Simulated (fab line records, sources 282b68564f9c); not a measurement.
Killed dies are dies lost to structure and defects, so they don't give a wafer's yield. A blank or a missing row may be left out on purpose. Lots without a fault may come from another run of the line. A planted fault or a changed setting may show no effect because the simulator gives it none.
A struck lot beside a sound one | flow rit_cmos | 28 steps out of a route of 202
Sound: wafers L225.2, L225.3, L225.5. Struck: wafers L237.3, L237.4. (L237.1 of the same lot was not struck and is left out.) The cause comes at the end.
At each step with rows: each side's tool, then ch and its chambers, then its first start. Under that, the readings that differ: sound wafers | struck wafers | difference of the means | sigmas: that difference in standard deviations of wafers without a fault.
alike: readings whose means differ by less than 2 such deviations, and words and numbers that are the same on both sides. not compared: withheld readings, readings that some wafer has no value for, bounds like >300 that may hide the same value, and numbers for which the record gives no deviation and whose values overlap.
The two part at a step that has a row with sigmas, a row that says differs or no value, or rows on one side only. Numbers that don't overlap but have no deviation are shown without sigmas and don't part them. A reading that every wafer of one side lacks parts them only if that side has two wafers or more.

RIT_SDANNEAL_RTA_03: time 5 s.
  sound on rtp_anneal-01 ch 0, day 3 21:59; struck on rtp_anneal-01 ch 0, day 6 09:59
  alike: wafer_temp_C_max
RIT_SDANNEAL_RS_MEAS_04: measures by four-point-probe.
  sound on film_metro-04, day 3 22:04; struck on film_metro-04, day 6 10:03
  alike: PSD_RS
RIT_SDANNEAL_RS_MEAS_05: measures by four-point-probe.
  sound on film_metro-04, day 3 22:11; struck on film_metro-04, day 6 10:10
  alike: NSD_RS
RIT_SDANNEAL_RS_MEAS_06: measures by four-point-probe.
  sound on film_metro-04, day 3 22:18; struck on film_metro-04, day 6 10:17
  reading          | sound             | struck      | difference | sigmas
  PLDD_RS (ohm/sq) | 179.8 179.6 179.4 | 178.0 178.2 | -1.5       | -3
RIT_SDANNEAL_RS_MEAS_07: measures by four-point-probe.
  sound on film_metro-04, day 3 22:25; struck on film_metro-04, day 6 10:25
  alike: NLDD_RS
then, 1 step without rows for these wafers: RIT_SILICIDE_WET_ETCH_00 (etches SiO2 in BOE, target depth 14 nm, time 15 s).
RIT_SILICIDE_SPUTTER_01: material Ti, target thk 30 nm, time 240 s.
  sound on pvd_sputter-02, day 3 22:32; struck on pvd_sputter-03, day 6 10:32
  alike: throttle_valve_pct
RIT_SILICIDE_RS_MEAS_02: measures by four-point-probe.
  sound on film_metro-01, day 3 22:42; struck on film_metro-01, day 6 10:41
  alike: SILICIDE_TI_RS
RIT_SILICIDE_THK_MEAS_03: measures by xrf.
  sound on film_metro-01, day 3 22:49; struck on film_metro-01, day 6 10:49
  alike: SILICIDE_TI_THK
RIT_SILICIDE_RTA_04: time 10 s, ramp up 5 s, ramp down 5 s.
  sound on rtp_anneal-02 ch 0, day 3 22:52; struck on rtp_anneal-02 ch 0, day 6 10:52
  alike: wafer_temp_C_max
then, 1 step without rows for these wafers: RIT_SILICIDE_WET_ETCH_05 (etches Ti in SPM, time 120 s).
RIT_SILICIDE_RTA_06: time 10 s, ramp up 5 s, ramp down 10 s.
  sound on rtp_anneal-01 ch 0, day 3 22:59; struck on rtp_anneal-01 ch 0, day 6 10:59
  alike: wafer_temp_C_max
RIT_CONTACT_CVD_00: deposits SiO2 from TEOS, target thk 400 nm, time 61 s.
  sound on pecvd-04 ch 0,1, day 3 23:02; struck on pecvd-04 ch 2, day 6 11:03
  reading                                  | sound             | struck      | difference | sigmas
  model.SiO2_of_CONTACT_CVD_00.thk_nm (nm) | 401.9 390.9 405.9 | 550.4 562.6 | +156.9     |
  alike: heater_power_w
  not compared: since_wet_clean_h
RIT_CONTACT_THK_MEAS_01:
  sound on film_metro-02, day 3 23:06; struck on film_metro-04, day 6 11:06
  reading               | sound       | struck  | difference | sigmas
  CONTACT_TEOS_THK (nm) | 402 391 406 | 551 563 | +157       | +27
then, 6 steps without rows for these wafers: RIT_CONTACT_HMDS_02 (prime time 60 s); RIT_CONTACT_COAT_03 (resist thk 1000 nm); RIT_CONTACT_SOFTBAKE_04 (time 60 s); RIT_CONTACT_EXPOSE_05 (exposes mask M11, target cd 1000 nm); RIT_CONTACT_PEB_06; RIT_CONTACT_DEVELOP_07 (develop time 120 s).
RIT_CONTACT_CD_MEAS_08: target cd 1000 nm.
  sound on cd_sem-01, day 4 00:35; struck on cd_sem-02, day 6 12:08
  alike: cd_nm
RIT_CONTACT_OVL_MEAS_09:
  sound on overlay-01, day 4 00:41; struck on overlay-01, day 6 12:15
  alike: CONTACT_OVL
then, 1 step without rows for these wafers: RIT_CONTACT_HARDBAKE_10 (time 60 s).
RIT_CONTACT_ETCH_11: etches SiO2 in CHF3/CF4/Ar, stops on TiSi2, target depth 480 nm, time 320 s.
  sound on rie_diel-03 ch 2,3, day 4 00:52; struck on rie_diel-03 ch 1,3, day 6 12:26
  reading                             | sound             | struck      | difference | sigmas
  model.etch.depth_nm (nm)            | 401.9 390.9 405.9 | 469.4 462.2 | +66.2      |
  model.CONTACT.feature_depth_nm (nm) | 401.9 390.9 405.9 | 469.4 462.2 | +66.2      |
  alike: O2_flow_sccm, drypump_motor_current_A, mfc_ar_sccm, oes_product_au, throttle_valve_pct
  not compared: rf_hours_counter_h
RIT_CONTACT_STRIP_12: strips in O2, time 180 s.
  sound on plasma_asher-01 ch 0,1, day 4 01:04; struck on plasma_asher-03 ch 0,1, day 6 12:38
  alike: drypump_motor_current_A
  not compared: rf_hours_counter_h
RIT_CONTACT_CD_MEAS_90: target cd 1000 nm.
  sound on cd_sem-02, day 4 01:15; struck on cd_sem-01, day 6 12:53
  alike: cd_nm
RIT_CONTACT_CLEAN_13: cleans in SC1, time 600 s.
  sound on wet_bench-04 ch 0, day 4 01:21; struck on wet_bench-04 ch 2, day 6 13:01
  reading                                  | sound             | struck      | difference | sigmas
  model.SiO2_of_CONTACT_CVD_00.thk_nm (nm) | 397.9 386.8 401.8 | 546.3 558.5 | +156.9     |
then, 1 step without rows for these wafers: RIT_CONTACT_CLEAN_14 (cleans in SC2, time 600 s).

WHERE THEY PART
First at RIT_SDANNEAL_RS_MEAS_06; last, within this record, at RIT_CONTACT_THK_MEAS_01. Later steps at which nothing parts them and some readings are alike: RIT_CONTACT_CD_MEAS_08, RIT_CONTACT_OVL_MEAS_09, RIT_CONTACT_ETCH_11, RIT_CONTACT_STRIP_12, RIT_CONTACT_CD_MEAS_90.

WHY: what the simulator had put in
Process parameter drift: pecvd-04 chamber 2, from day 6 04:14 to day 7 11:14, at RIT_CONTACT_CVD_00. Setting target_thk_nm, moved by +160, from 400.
